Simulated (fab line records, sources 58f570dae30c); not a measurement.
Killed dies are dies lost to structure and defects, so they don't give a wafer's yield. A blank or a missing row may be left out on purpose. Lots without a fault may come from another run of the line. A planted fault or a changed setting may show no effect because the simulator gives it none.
A struck lot beside a sound one | flow berkeley_cmos170 | 17 steps out of a route of 331
Sound: wafers L843.3, L843.5, L843.6. Struck: wafers L844.2, L844.4, L844.5. The cause comes at the end.
At each step with rows: each side's tool, then ch and its chambers, then its first start. Under that, the readings that differ: sound wafers | struck wafers | difference of the means | sigmas: that difference in standard deviations of wafers without a fault.
alike: readings whose means differ by less than 2 such deviations, and words and numbers that are the same on both sides. not compared: withheld readings, readings that some wafer has no value for, bounds like >300 that may hide the same value, and numbers for which the record gives no deviation and whose values overlap.
The two part at a step that has a row with sigmas, a row that says differs or no value, or rows on one side only. Numbers that don't overlap but have no deviation are shown without sigmas and don't part them. A reading that every wafer of one side lacks parts them only if that side has two wafers or more.

first, 1 step without rows for these wafers: UCB170_NLDD_IMPLANT_09.
UCB170_NLDD_STRIP_10: strips in O2.
  sound on plasma_asher-03 ch 0,1, day 10 01:49; struck on plasma_asher-01 ch 0,1, day 10 01:52
  alike: drypump_motor_current_A, oes_product_au, strip_time_to_endpoint_s
  not compared: rf_hours_counter_h
UCB170_NLDD_TW_MEAS_11:
  sound on film_metro-01, day 10 01:55; struck on film_metro-04, day 10 01:58
  alike: NLDD_TW
then, 1 step without rows for these wafers: UCB170_NLDD_CLEAN_12 (cleans in SPM, time 600 s).
UCB170_SPACER_CVD_00: deposits SiO2 from TEOS/O2, target thk 376 nm, time 47 s.
  sound on pecvd-03 ch 0,1, day 10 02:08; struck on pecvd-01 ch 1,2, day 10 02:18
  alike: heater_power_w
  not compared: since_wet_clean_h
UCB170_SPACER_THK_MEAS_01:
  sound on film_metro-03, day 10 02:11; struck on film_metro-04, day 10 02:21
  alike: SPACER_TEOS_THK
then, 1 step without rows for these wafers: UCB170_SPACER_ANNEAL_02 (time 1800 s).
UCB170_SPACER_ETCHBACK_03: etches SiO2 in CHF3/CF4/Ar, stops on Si, target depth 376 nm, time 100 s.
  sound on rie_diel-03 ch 2,3, day 10 06:47; struck on rie_diel-01 ch 0,1, day 10 06:47
  reading               | sound             | struck            | difference | sigmas
  oes_product_au (a.u.) | 0.886 0.910 0.883 | 0.921 0.922 0.929 | +0.031     | +2
  alike: drypump_motor_current_A, throttle_valve_pct
  not compared: rf_hours_counter_h
then, 4 steps without rows for these wafers: UCB170_PSD_HMDS_00 (prime time 60 s); UCB170_PSD_COAT_01 (resist thk 900 nm); UCB170_PSD_SOFTBAKE_02 (time 60 s); UCB170_PSD_EXPOSE_03 (exposes mask PSELECT MOD, target cd 1200 nm).
UCB170_PSD_PEB_04:
  sound on litho_track-02 ch 0, day 10 08:10; struck on litho_track-04 ch 0, day 10 08:44
  reading                  | sound                | struck               | difference | sigmas
  heater_power_total_W (W) | 56.84 56.81 56.79    | 55.00 55.00 55.01    | -1.81      | -39
  plate_temp_C (C)         | 129.94 130.06 130.08 | 126.74 127.01 126.95 | -3.13      | -26
  alike: chill_plate_temp_C, exhaust_pa
then, 1 step without rows for these wafers: UCB170_PSD_DEVELOP_05 (develop time 45 s).
UCB170_PSD_CD_MEAS_06: target cd 1200 nm.
  sound on cd_sem-02, day 10 08:26; struck on cd_sem-02, day 10 09:01
  reading    | sound                | struck               | difference | sigmas
  cd_nm (nm) | 1198.6 1199.5 1199.0 | 1180.9 1180.2 1179.7 | -18.8      | -13
UCB170_PSD_OVL_MEAS_07:
  sound on overlay-01, day 10 08:31; struck on overlay-01, day 10 09:07
  alike: PSD_OVL
UCB170_M3_PROBE_99:
  the record has rows for the struck wafers here (prober-01, day 11 11:05) and none for the sound ones

WHERE THEY PART
First at UCB170_SPACER_ETCHBACK_03; last, within this record, at UCB170_M3_PROBE_99.

WHY: what the simulator had put in
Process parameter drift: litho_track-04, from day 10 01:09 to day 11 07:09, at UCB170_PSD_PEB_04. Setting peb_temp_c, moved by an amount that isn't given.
